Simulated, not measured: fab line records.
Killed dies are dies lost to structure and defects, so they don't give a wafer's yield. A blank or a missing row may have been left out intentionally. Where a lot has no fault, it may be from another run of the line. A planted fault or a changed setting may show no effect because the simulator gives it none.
Which tool is to blame? / flow ritCmos / 7 lots with 21 wafers sampled at 2 steps, on a route of 202 steps

## WHAT EACH GAUGE READ, for each wafer
RIT_SDANNEAL_RS_MEAS_06: the measuring method here is four-point-probe.
lot=L202; measured=day 3 20:53; on=filmMetro-04; PLDD_RS (ohm/sq)=178.2 178.6 178.0
lot=L204; measured=day 4 05:13; on=filmMetro-04; PLDD_RS (ohm/sq)=178.6 178.4 178.0
lot=L206; measured=day 4 13:25; on=filmMetro-02; PLDD_RS (ohm/sq)=178.6 178.7 178.4
lot=L208; measured=day 4 22:11; on=filmMetro-01; PLDD_RS (ohm/sq)=178.7 178.7 178.5
lot=L211; measured=day 5 11:39; on=filmMetro-02; PLDD_RS (ohm/sq)=178.8 178.8 178.6
lot=L215; measured=day 6 08:41; on=filmMetro-04; PLDD_RS (ohm/sq)=185.4 185.8 184.9
lot=L217; measured=day 6 21:46; on=filmMetro-02; PLDD_RS (ohm/sq)=185.6 185.7 185.9

## WHAT TOOL EACH LOT RAN ON (gives the tool, then ch and the chambers of the sampled wafers, and finally the start)
lot=L202; RIT_PLDD_IMPLANT_08=implanter-04 ch 0, day 3 11:47
lot=L204; RIT_PLDD_IMPLANT_08=implanter-04 ch 0, day 3 21:52
lot=L206; RIT_PLDD_IMPLANT_08=implanter-01 ch 0, day 4 06:51
lot=L208; RIT_PLDD_IMPLANT_08=implanter-04 ch 0, day 4 15:44
lot=L211; RIT_PLDD_IMPLANT_08=implanter-04 ch 0, day 5 04:58
lot=L215; RIT_PLDD_IMPLANT_08=implanter-01 ch 0, day 6 02:11
lot=L217; RIT_PLDD_IMPLANT_08=implanter-01 ch 0, day 6 14:00
- RIT_PLDD_IMPLANT_08

## THE ANSWER, worked out from the rows above alone
Rule: the usual values come from the lots themselves. The widest of any qualifying gaps counts: lots, ordered by their means at a reading, are off when they make up no more than a third of the lots, leave a main group of 4 or more, and stand apart from it by 3 or more times the standard deviation of that group's means. A main group whose means are all the same, to the digits that the tables above print for the reading, isn't used. Also off: a lot with no number at a reading for which 4 or more lots have one. Where the step has rows for the other lots, those lots are counted as sound.
Off: L215, L217, seen at RIT_SDANNEAL_RS_MEAS_06 (PLDD_RS). Main group: mean 178.5 ohm/sq, sd 0.18.
If a tool, at a process step before that reading, ran all the lots that are off and no sound lot after the first of them, it fits. Those tools and the gauges at RIT_SDANNEAL_RS_MEAS_06 are tried in the same way. One fits: RIT_PLDD_IMPLANT_08 on implanter-01. A fault onset in the window from L206 (day 4 06:51, its last sound lot) to L215 (day 6 02:11, its first lot off) fits.

## WHAT THE SIMULATOR HAD INSERTED
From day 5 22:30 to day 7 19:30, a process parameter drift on implanter-01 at RIT_PLDD_IMPLANT_08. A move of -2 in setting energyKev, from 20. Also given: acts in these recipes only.
Struck lots among those shown: L215, L217. The rule above found the same.
